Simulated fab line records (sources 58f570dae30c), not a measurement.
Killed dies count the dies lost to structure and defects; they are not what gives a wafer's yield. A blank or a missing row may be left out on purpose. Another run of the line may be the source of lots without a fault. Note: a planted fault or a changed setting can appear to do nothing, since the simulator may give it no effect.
Which tool did it? || flow berkeley_cmos170 || Sampling: 14 lots, 42 wafers, 6 of 331 route steps

## WHAT EACH GAUGE READ, for each wafer
UCB170_START_THK_MEAS_03. Usual: START_OXIDE_THK typically reads 19.5 nm, with standard deviation 0.38.
{"lot": "L452", "measured": "day 1 12:52", "on": "film_metro-04", "START_OXIDE_THK (nm)": "20.0 19.8 19.8", "flag": ""}
{"lot": "L453", "measured": "day 1 19:01", "on": "film_metro-03", "START_OXIDE_THK (nm)": "19.6 19.4 19.4", "flag": ""}
{"lot": "L454", "measured": "day 1 22:55", "on": "film_metro-03", "START_OXIDE_THK (nm)": "19.6 19.7 19.5", "flag": ""}
{"lot": "L456", "measured": "day 2 10:12", "on": "film_metro-04", "START_OXIDE_THK (nm)": "19.8 19.5 19.8", "flag": ""}
{"lot": "L457", "measured": "day 2 15:11", "on": "film_metro-01", "START_OXIDE_THK (nm)": "19.1 19.2 19.3", "flag": ""}
{"lot": "L458", "measured": "day 2 20:46", "on": "film_metro-03", "START_OXIDE_THK (nm)": "19.6 19.2 19.2", "flag": ""}
{"lot": "L461", "measured": "day 3 14:16", "on": "film_metro-04", "START_OXIDE_THK (nm)": "19.2 19.0 18.9", "flag": ""}
{"lot": "L463", "measured": "day 3 23:35", "on": "film_metro-03", "START_OXIDE_THK (nm)": "19.3 19.6 19.3", "flag": ""}
{"lot": "L464", "measured": "day 4 03:17", "on": "film_metro-04", "START_OXIDE_THK (nm)": "19.2 19.4 19.2", "flag": ""}
{"lot": "L465", "measured": "day 4 08:44", "on": "film_metro-01", "START_OXIDE_THK (nm)": "19.2 19.2 19.2", "flag": ""}
{"lot": "L466", "measured": "day 4 11:29", "on": "film_metro-03", "START_OXIDE_THK (nm)": "19.2 19.6 19.5", "flag": ""}
{"lot": "L470", "measured": "day 5 08:52", "on": "film_metro-04", "START_OXIDE_THK (nm)": "19.8 20.0 20.3", "flag": ""}
{"lot": "L472", "measured": "day 5 18:25", "on": "film_metro-03", "START_OXIDE_THK (nm)": "19.0 19.1 19.3", "flag": ""}
{"lot": "L475", "measured": "day 6 06:53", "on": "film_metro-04", "START_OXIDE_THK (nm)": "20.0 19.7 19.6", "flag": ""}

UCB170_PLDD_TW_MEAS_11. Usual: PLDD_TW typically reads 1009, with standard deviation 6.6.
{"lot": "L452", "measured": "day 6 14:34", "on": "film_metro-01", "PLDD_TW": "997 1000 1001", "flag": ""}
{"lot": "L453", "measured": "day 6 14:37", "on": "film_metro-01", "PLDD_TW": "1003 1007 998", "flag": ""}
{"lot": "L454", "measured": "day 7 01:22", "on": "film_metro-01", "PLDD_TW": "1012 1010 1010", "flag": ""}
{"lot": "L456", "measured": "day 7 07:08", "on": "film_metro-04", "PLDD_TW": "1014 1015 1013", "flag": ""}
{"lot": "L457", "measured": "day 7 11:28", "on": "film_metro-03", "PLDD_TW": "1005 1003 1006", "flag": ""}
{"lot": "L458", "measured": "day 7 11:58", "on": "film_metro-04", "PLDD_TW": "1007 1013 1013", "flag": ""}
{"lot": "L461", "measured": "day 8 09:15", "on": "film_metro-01", "PLDD_TW": "1002 1002 1008", "flag": ""}
{"lot": "L463", "measured": "day 8 16:19", "on": "film_metro-04", "PLDD_TW": "1014 1008 1001", "flag": ""}
{"lot": "L464", "measured": "day 8 16:56", "on": "film_metro-03", "PLDD_TW": "1025 1021 1019", "flag": ""}
{"lot": "L465", "measured": "day 9 02:20", "on": "film_metro-01", "PLDD_TW": "999 1005 1001", "flag": ""}
{"lot": "L466", "measured": "day 9 01:52", "on": "film_metro-03", "PLDD_TW": "954 963 957", "flag": "OFF"}
{"lot": "L470", "measured": "day 9 21:55", "on": "film_metro-04", "PLDD_TW": "954 952 955", "flag": "OFF"}
{"lot": "L472", "measured": "day 10 04:47", "on": "film_metro-03", "PLDD_TW": "1011 1010 1020", "flag": ""}
{"lot": "L475", "measured": "day 10 12:58", "on": "film_metro-03", "PLDD_TW": "1011 1017 1014", "flag": ""}

UCB170_SDANNEAL_RS_MEAS_04: measures by four-point-probe. Usual: PLDD_RS typically reads 1032.2 ohm/sq, with standard deviation 2.1.
{"lot": "L452", "measured": "day 7 01:41", "on": "film_metro-04", "PLDD_RS (ohm/sq)": "1030.9 1031.8 1030.7", "flag": ""}
{"lot": "L453", "measured": "day 7 01:52", "on": "film_metro-03", "PLDD_RS (ohm/sq)": "1029.7 1033.9 1032.8", "flag": ""}
{"lot": "L454", "measured": "day 7 17:04", "on": "film_metro-04", "PLDD_RS (ohm/sq)": "1033.2 1033.5 1031.3", "flag": ""}
{"lot": "L456", "measured": "day 7 18:08", "on": "film_metro-01", "PLDD_RS (ohm/sq)": "1033.8 1033.5 1033.3", "flag": ""}
{"lot": "L457", "measured": "day 8 00:02", "on": "film_metro-01", "PLDD_RS (ohm/sq)": "1034.4 1033.5 1033.8", "flag": ""}
{"lot": "L458", "measured": "day 8 00:25", "on": "film_metro-03", "PLDD_RS (ohm/sq)": "1031.7 1032.8 1032.3", "flag": ""}
{"lot": "L461", "measured": "day 8 22:45", "on": "film_metro-03", "PLDD_RS (ohm/sq)": "1032.0 1028.1 1032.7", "flag": ""}
{"lot": "L463", "measured": "day 9 04:04", "on": "film_metro-01", "PLDD_RS (ohm/sq)": "1028.3 1033.6 1032.2", "flag": ""}
{"lot": "L464", "measured": "day 9 04:54", "on": "film_metro-03", "PLDD_RS (ohm/sq)": "1030.5 1032.1 1036.0", "flag": ""}
{"lot": "L465", "measured": "day 9 13:59", "on": "film_metro-01", "PLDD_RS (ohm/sq)": "1033.8 1032.9 1030.7", "flag": ""}
{"lot": "L466", "measured": "day 9 13:23", "on": "film_metro-03", "PLDD_RS (ohm/sq)": "1196.2 1190.4 1196.2", "flag": "OFF"}
{"lot": "L470", "measured": "day 10 11:31", "on": "film_metro-04", "PLDD_RS (ohm/sq)": "1191.6 1190.3 1191.7", "flag": "OFF"}
{"lot": "L472", "measured": "day 10 15:30", "on": "film_metro-04", "PLDD_RS (ohm/sq)": "1032.1 1031.4 1031.4", "flag": ""}
{"lot": "L475", "measured": "day 11 03:49", "on": "film_metro-01", "PLDD_RS (ohm/sq)": "1030.8 1033.4 1032.5", "flag": ""}

UCB170_V1_BOW_MEAS_03. Usual: V1_BOW typically reads 19 um, with standard deviation 6.8.
{"lot": "L452", "measured": "day 7 16:17", "on": "film_metro-04", "V1_BOW (um)": "27 19 24", "flag": ""}
{"lot": "L453", "measured": "day 7 16:15", "on": "film_metro-02", "V1_BOW (um)": "17 3 14", "flag": ""}
{"lot": "L454", "measured": "day 8 03:26", "on": "film_metro-02", "V1_BOW (um)": "23 21 34", "flag": ""}
{"lot": "L456", "measured": "day 8 11:20", "on": "film_metro-01", "V1_BOW (um)": "26 40 18", "flag": ""}
{"lot": "L457", "measured": "day 8 11:55", "on": "film_metro-02", "V1_BOW (um)": "8 20 21", "flag": ""}
{"lot": "L458", "measured": "day 8 11:40", "on": "film_metro-02", "V1_BOW (um)": "19 18 12", "flag": ""}
{"lot": "L461", "measured": "day 9 11:14", "on": "film_metro-04", "V1_BOW (um)": "31 22 23", "flag": ""}
{"lot": "L463", "measured": "day 9 16:24", "on": "film_metro-04", "V1_BOW (um)": "21 21 21", "flag": ""}
{"lot": "L464", "measured": "day 9 16:24", "on": "film_metro-01", "V1_BOW (um)": "24 14 7", "flag": ""}
{"lot": "L465", "measured": "day 10 04:16", "on": "film_metro-02", "V1_BOW (um)": "13 5 14", "flag": ""}
{"lot": "L466", "measured": "day 10 02:00", "on": "film_metro-04", "V1_BOW (um)": "15 15 9", "flag": ""}
{"lot": "L470", "measured": "day 11 02:52", "on": "film_metro-01", "V1_BOW (um)": "17 14 30", "flag": ""}
{"lot": "L472", "measured": "day 11 16:30", "on": "film_metro-04", "V1_BOW (um)": "14 20 16", "flag": ""}
{"lot": "L475", "measured": "day 11 16:45", "on": "film_metro-04", "V1_BOW (um)": "15 22 10", "flag": ""}

## WHAT TOOL EACH LOT RAN ON (gives the tool, then ch and the chambers of the sampled wafers, and finally the start)
{"lot": "L452", "UCB170_ZERO_STRIP_07": "plasma_asher-04 ch 0,1, day 1 16:28", "UCB170_PLDD_IMPLANT_09": "implanter-02 ch 0, day 6 14:19"}
{"lot": "L453", "UCB170_ZERO_STRIP_07": "plasma_asher-04 ch 0,1, day 1 22:25", "UCB170_PLDD_IMPLANT_09": "implanter-04 ch 0, day 6 14:22"}
{"lot": "L454", "UCB170_ZERO_STRIP_07": "plasma_asher-04 ch 1, day 2 05:15", "UCB170_PLDD_IMPLANT_09": "implanter-04 ch 0, day 7 01:07"}
{"lot": "L456", "UCB170_ZERO_STRIP_07": "plasma_asher-01 ch 0,1, day 2 13:55", "UCB170_PLDD_IMPLANT_09": "implanter-04 ch 0, day 7 06:54"}
{"lot": "L457", "UCB170_ZERO_STRIP_07": "plasma_asher-01 ch 1, day 2 21:31", "UCB170_PLDD_IMPLANT_09": "implanter-02 ch 0, day 7 11:10"}
{"lot": "L458", "UCB170_ZERO_STRIP_07": "plasma_asher-03 ch 0,1, day 3 00:36", "UCB170_PLDD_IMPLANT_09": "implanter-02 ch 0, day 7 11:44"}
{"lot": "L461", "UCB170_ZERO_STRIP_07": "plasma_asher-04 ch 0,1, day 3 23:10", "UCB170_PLDD_IMPLANT_09": "implanter-01 ch 0, day 8 09:01"}
{"lot": "L463", "UCB170_ZERO_STRIP_07": "plasma_asher-04 ch 0,1, day 4 07:29", "UCB170_PLDD_IMPLANT_09": "implanter-04 ch 0, day 8 16:04"}
{"lot": "L464", "UCB170_ZERO_STRIP_07": "plasma_asher-03 ch 0,1, day 4 07:19", "UCB170_PLDD_IMPLANT_09": "implanter-02 ch 0, day 8 16:41"}
{"lot": "L465", "UCB170_ZERO_STRIP_07": "plasma_asher-04 ch 0,1, day 4 14:56", "UCB170_PLDD_IMPLANT_09": "implanter-02 ch 0, day 9 02:05"}
{"lot": "L466", "UCB170_ZERO_STRIP_07": "plasma_asher-04 ch 0,1, day 4 15:13", "UCB170_PLDD_IMPLANT_09": "implanter-04 ch 0, day 9 01:37"}
{"lot": "L470", "UCB170_ZERO_STRIP_07": "plasma_asher-04 ch 0,1, day 5 17:01", "UCB170_PLDD_IMPLANT_09": "implanter-04 ch 0, day 9 21:41"}
{"lot": "L472", "UCB170_ZERO_STRIP_07": "plasma_asher-03 ch 0,1, day 5 23:37", "UCB170_PLDD_IMPLANT_09": "implanter-02 ch 0, day 10 04:34"}
{"lot": "L475", "UCB170_ZERO_STRIP_07": "plasma_asher-01 ch 0,1, day 6 12:06", "UCB170_PLDD_IMPLANT_09": "implanter-01 ch 0, day 10 12:43"}
- UCB170_ZERO_STRIP_07: strips in O2.
- UCB170_PLDD_IMPLANT_09

## AS READ BY THE TOOLS THEMSELVES (means over the sampled wafers that have a number; for cases with no such wafer, the mark the record gives instead)
UCB170_ZERO_STRIP_07. Usual: drypump_motor_current_A 5.9 A, standard deviation 0.41; oes_product_au 0.727 a.u., standard deviation 0.0042; strip_time_to_endpoint_s 21.47 s, standard deviation 0.044.
{"lot": "L452", "tool": "plasma_asher-04", "drypump_motor_current_A (A)": 5.8, "oes_product_au (a.u.)": 0.725, "strip_time_to_endpoint_s (s)": 21.50, "flag": ""}
{"lot": "L453", "tool": "plasma_asher-04", "drypump_motor_current_A (A)": 5.8, "oes_product_au (a.u.)": 0.729, "strip_time_to_endpoint_s (s)": 21.43, "flag": ""}
{"lot": "L454", "tool": "plasma_asher-04", "drypump_motor_current_A (A)": 5.7, "oes_product_au (a.u.)": 0.727, "strip_time_to_endpoint_s (s)": 21.48, "flag": ""}
{"lot": "L456", "tool": "plasma_asher-01", "drypump_motor_current_A (A)": 5.9, "oes_product_au (a.u.)": 0.724, "strip_time_to_endpoint_s (s)": 21.47, "flag": ""}
{"lot": "L457", "tool": "plasma_asher-01", "drypump_motor_current_A (A)": 5.7, "oes_product_au (a.u.)": 0.726, "strip_time_to_endpoint_s (s)": 21.48, "flag": ""}
{"lot": "L458", "tool": "plasma_asher-03", "drypump_motor_current_A (A)": 5.6, "oes_product_au (a.u.)": 0.729, "strip_time_to_endpoint_s (s)": 21.49, "flag": ""}
{"lot": "L461", "tool": "plasma_asher-04", "drypump_motor_current_A (A)": 5.7, "oes_product_au (a.u.)": 0.723, "strip_time_to_endpoint_s (s)": 21.47, "flag": ""}
{"lot": "L463", "tool": "plasma_asher-04", "drypump_motor_current_A (A)": 5.7, "oes_product_au (a.u.)": 0.732, "strip_time_to_endpoint_s (s)": 21.48, "flag": ""}
{"lot": "L464", "tool": "plasma_asher-03", "drypump_motor_current_A (A)": 6.0, "oes_product_au (a.u.)": 0.726, "strip_time_to_endpoint_s (s)": 21.45, "flag": ""}
{"lot": "L465", "tool": "plasma_asher-04", "drypump_motor_current_A (A)": 5.8, "oes_product_au (a.u.)": 0.727, "strip_time_to_endpoint_s (s)": 21.42, "flag": ""}
{"lot": "L466", "tool": "plasma_asher-04", "drypump_motor_current_A (A)": 5.8, "oes_product_au (a.u.)": 0.730, "strip_time_to_endpoint_s (s)": 21.48, "flag": ""}
{"lot": "L470", "tool": "plasma_asher-04", "drypump_motor_current_A (A)": 5.8, "oes_product_au (a.u.)": 0.727, "strip_time_to_endpoint_s (s)": 21.53, "flag": ""}
{"lot": "L472", "tool": "plasma_asher-03", "drypump_motor_current_A (A)": 6.1, "oes_product_au (a.u.)": 0.725, "strip_time_to_endpoint_s (s)": 21.46, "flag": ""}
{"lot": "L475", "tool": "plasma_asher-01", "drypump_motor_current_A (A)": 5.9, "oes_product_au (a.u.)": 0.727, "strip_time_to_endpoint_s (s)": 21.46, "flag": ""}

UCB170_PLDD_IMPLANT_09. Usual: dose_ions_cm2 5e+13, standard deviation 5.4e+10; faraday_current_uA 158.8, standard deviation 3.
{"lot": "L452", "tool": "implanter-02", "dose_ions_cm2": 5e+13, "faraday_current_uA": 159.4, "flag": ""}
{"lot": "L453", "tool": "implanter-04", "dose_ions_cm2": 5e+13, "faraday_current_uA": 157.0, "flag": ""}
{"lot": "L454", "tool": "implanter-04", "dose_ions_cm2": 5e+13, "faraday_current_uA": 160.2, "flag": ""}
{"lot": "L456", "tool": "implanter-04", "dose_ions_cm2": 5e+13, "faraday_current_uA": 161.8, "flag": ""}
{"lot": "L457", "tool": "implanter-02", "dose_ions_cm2": 5e+13, "faraday_current_uA": 158.0, "flag": ""}
{"lot": "L458", "tool": "implanter-02", "dose_ions_cm2": 5e+13, "faraday_current_uA": 156.1, "flag": ""}
{"lot": "L461", "tool": "implanter-01", "dose_ions_cm2": 5e+13, "faraday_current_uA": 159.9, "flag": ""}
{"lot": "L463", "tool": "implanter-04", "dose_ions_cm2": 5e+13, "faraday_current_uA": 157.3, "flag": ""}
{"lot": "L464", "tool": "implanter-02", "dose_ions_cm2": 5e+13, "faraday_current_uA": 160.5, "flag": ""}
{"lot": "L465", "tool": "implanter-02", "dose_ions_cm2": 5e+13, "faraday_current_uA": 155.7, "flag": ""}
{"lot": "L466", "tool": "implanter-04", "dose_ions_cm2": 3e+13, "faraday_current_uA": 105.9, "flag": "OFF"}
{"lot": "L470", "tool": "implanter-04", "dose_ions_cm2": 3e+13, "faraday_current_uA": 108.0, "flag": "OFF"}
{"lot": "L472", "tool": "implanter-02", "dose_ions_cm2": 5e+13, "faraday_current_uA": 157.3, "flag": ""}
{"lot": "L475", "tool": "implanter-01", "dose_ions_cm2": 5e+13, "faraday_current_uA": 158.8, "flag": ""}

## THE ANSWER, worked out from the rows above alone
Rule: lot off if the mean of its wafers having a number is beyond 3 standard deviations from the usual mean. A lot without any number at a reading at which 4 lots or more have one is off too. All remaining lots with rows at the step are treated as sound. After the gauges, taken in route order, come the tools' own readings; for these a lot's mean is taken, as printed above. At the first step where some lot is off, the reading lying furthest off is the one used; lots without a number count as furthest.
Off: at UCB170_PLDD_TW_MEAS_11 (PLDD_TW), L466, L470.
A tool fits if, at a process step before that reading, it ran every lot that is off, and no sound lot after the first of them. The gauges at UCB170_PLDD_TW_MEAS_11 aren't tried: what is off there is off at UCB170_PLDD_IMPLANT_09 too, on other tools, and a gauge's error can't cause that. Can't be told from this: 2 tools fit, plasma_asher-04 at UCB170_ZERO_STRIP_07, implanter-04 at UCB170_PLDD_IMPLANT_09.

## WHAT THE SIMULATOR HAD INSERTED
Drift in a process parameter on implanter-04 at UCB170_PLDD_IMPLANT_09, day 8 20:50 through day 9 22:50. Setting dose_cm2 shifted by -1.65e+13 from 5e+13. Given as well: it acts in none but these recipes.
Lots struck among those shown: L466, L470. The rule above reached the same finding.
